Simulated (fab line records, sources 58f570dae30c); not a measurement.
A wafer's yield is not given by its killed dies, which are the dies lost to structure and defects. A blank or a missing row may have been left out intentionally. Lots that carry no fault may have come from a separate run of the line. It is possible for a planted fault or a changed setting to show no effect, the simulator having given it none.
Split-lot experiment -- flow berkeley cmos170 -- 23 wafers read from 5 lots, route of 331 steps

THE SPLIT
At UCB170_V1_CMP_02 (polishes SiO2), the setting leave above ref nm was moved away from the recipe's 1000 nm on 11 of the 23 wafers read, by +3.5% to +7.1%. The other wafers ran this setting at the recipe's value.

There is no step in the file separating the split from the reading.

THE READING
V1_POLISHED_THK in nanometres, read at UCB170_V1_THK_MEAS_04. On this fab line, fault-free wafers typically give 998.9 nm with a standard deviation of 1.2 nm.

wafer,"tool, chamber at the split","leave above ref nm as run, nm",against the recipe,"V1_POLISHED_THK, nm",against lot-mates on the recipe
L074.2,"cmp-02, 1",1000,recipe,1000.6,-
L074.4,"cmp-02, 3",1000,recipe,997.0,-
L074.5,"cmp-02, 0",1000,recipe,998.3,-
L077.1,"cmp-02, 2",1000,recipe,1000.9,-
L077.2,"cmp-02, 3",1035,+3.5%,1032.3,+32.8
L077.3,"cmp-02, 0,2",1035,+3.5%,1035.3,+35.8
L077.5,"cmp-02, 3",1000,recipe,998.0,-
L077.6,"cmp-02, 0,2",1035,+3.5%,1036.3,+36.8
L084.1,"cmp-02, 2,0,1",1071,+7.1%,1071.4,+73.8
L084.2,"cmp-02, 0",1000,recipe,997.3,-
L084.4,"cmp-02, 3",1000,recipe,997.9,-
L084.5,"cmp-02, 2,0,1",1071,+7.1%,1069.7,+72.1
L084.6,"cmp-02, 2,0,1",1071,+7.1%,1069.1,+71.5
L081.1,"cmp-01, 2",1000,recipe,999.3,-
L081.2,"cmp-01, 0,1",1043,+4.3%,1043.6,+43.9
L081.4,"cmp-01, 0,1",1043,+4.3%,1042.7,+43.0
L081.5,"cmp-01, 0",1000,recipe,999.9,-
L081.6,"cmp-01, 3",1000,recipe,999.9,-
L085.1,"cmp-02, 0",1000,recipe,999.2,-
L085.2,"cmp-02, 2",1048,+4.8%,1047.9,+48.6
L085.4,"cmp-02, 1",1048,+4.8%,1047.1,+47.7
L085.5,"cmp-02, 2",1000,recipe,999.5,-
L085.6,"cmp-02, 1",1048,+4.8%,1049.0,+49.6
Where a row lists several chambers, the file gives one row for several wafers and doesn't say which wafer went through which chamber.

FIT RESULTS
A straight line over all 23 wafers: V1_POLISHED_THK changes by +10.1 nm for each +1% of leave above ref nm; r = +1.00; the points scatter about the line by 1.3 nm.
The same after taking each lot's own level away (the mean of its wafers on the recipe; 23 wafers): +10.2 nm for each +1%; r = +1.00; scatter 1.1 nm.
That fit puts the effect of the largest move of leave above ref nm on the reading at 72 nm.
From 997.60 to 999.70 nm: that is the span of the lots' own levels, equal to 1.8 times the standard deviation above.
Hence the lot-to-lot level has little effect on the slope; both slopes agree.
Check: +71.8 nm against its lot-mates is what the line predicts for one of the wafers moved furthest among these (+7.1%) when that wafer is left out of the fit. Against them it came out at +73.8 nm.

THESE WAFERS: OTHER SPLITS
Other splits were also applied to these wafers ahead of the reading. Each is held against what the fit with the lots' levels taken away leaves over:
other split on the same wafers,wafers away from the commonest value,r with V1_POLISHED_THK (lot level and that fit taken away)
UCB170_PSD_EXPOSE_03 dose mj,7,-0.21
UCB170_NSD_PEB_04 peb temp c,7,+0.11
UCB170_NSD_IMPLANT_08 energy kev,11,+0.12
UCB170_SDANNEAL_RTA_01 time s,9,+0.22
UCB170_CONTACT_CVD_01 o2 flow sccm,10,+0.00
UCB170_CONTACT_ETCH_18 rf w,6,-0.02
UCB170_M1_METAL_ETCH_12 icp w,8,+0.21

THE WHOLE CHAIN: every reading that the file lists as answering this split, in the file's order
step,what it does,reading,change (the file's fit),r (the file's)
UCB170_V1_CMP_02,polishes SiO2,"SiO2_of_V1_CVD_00.thk nm (the simulator's own value, which no gauge read)",+10.1 nm for each +1% of the setting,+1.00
UCB170_V1_THK_MEAS_04,,V1_POLISHED_THK,+10.2 for each +1% of the setting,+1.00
UCB170_V1_ETCH_14,"etches SiO2 in CHF3/CF4/Ar, stops on Al, target depth 1250 nm, time 291 s","etch.depth nm (the simulator's own value, which no gauge read)",+10.2 nm for each +1% of the setting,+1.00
UCB170_V1_ETCH_14,"etches SiO2 in CHF3/CF4/Ar, stops on Al, target depth 1250 nm, time 291 s","V1.feature depth nm (the simulator's own value, which no gauge read)",+10.1 nm for each +1% of the setting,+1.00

FILE'S OWN FIT
V1_POLISHED_THK changes by +10.2 nm for each +1% of leave above ref nm, r = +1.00.
